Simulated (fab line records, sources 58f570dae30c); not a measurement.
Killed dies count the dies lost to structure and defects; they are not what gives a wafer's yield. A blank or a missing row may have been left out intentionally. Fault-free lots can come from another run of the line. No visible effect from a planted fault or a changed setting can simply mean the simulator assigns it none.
Matching of chambers    flow berkeley-cmos170    UCB170_V1_CMP_02 on cmp-01: 4 sister chambers
The step polishes SiO2. 14 wafers are shown with their chamber, then 7 later ones without.

WAFERS, EACH WITH ITS CHAMBER
wafer   chamber  motor-current-A (A)  slurry-filter-dp-kPa (kPa)
L114.1  0        16.1                 13.51
L114.2  2        13.2                 13.60
L114.4  1        18.5                 13.56
L117.2  1        18.1                 13.61
L117.4  3        16.1                 13.71
L117.5  2        13.9                 13.52
L121.1  0        16.5                 13.73
L121.5  0        16.7                 13.57
L121.6  3        16.2                 13.49
L128.1  2        13.9                 13.63
L128.2  0        17.3                 13.76
L128.6  1        18.3                 13.40
L130.1  3        15.8                 13.46
L130.3  0        16.7                 13.26

SIGNATURES (means of the wafers above)
reading               chamber 0  chamber 1  chamber 2  chamber 3  scatter within a chamber
motor-current-A       16.660     18.300     13.667     16.033     0.353
slurry-filter-dp-kPa  13.5660    13.5233    13.5833    13.5533    0.151
Rule: a wafer lies at a distance from a chamber equal to the root of the sum of squares, over the readings, of (its reading less the chamber's mean, divided by the reading's scatter). The wafer belongs to the nearest chamber; if the next one is less than 2 further off, it can't be placed. The scatter: the root of (the sum of the squares of (reading less its chamber's mean) over the shown wafers, divided by (wafers less chambers)).

WAFERS WITH NO CHAMBER GIVEN
wafer   motor-current-A (A)  slurry-filter-dp-kPa (kPa)
L130.5  13.5                 13.36
L133.3  16.4                 13.61
L133.4  13.4                 13.57
L133.5  18.4                 13.62
L134.1  13.6                 13.73
L134.2  17.3                 13.37
L134.3  17.1                 13.46

WHICH CHAMBER EACH WENT THROUGH
wafer   from the rows above           in truth
L130.5  2                             2
L133.3  can't be placed: 0 or 3       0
L133.4  2                             2
L133.5  1                             1
L134.1  2                             2
L134.2  can't be placed: 0 or 1 or 3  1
L134.3  can't be placed: 0 or 3 or 1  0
4 of 7 placed correctly. Unplaceable from these rows: 3, with the true chamber sitting among the candidates in 3. Wrongly placed: 0.
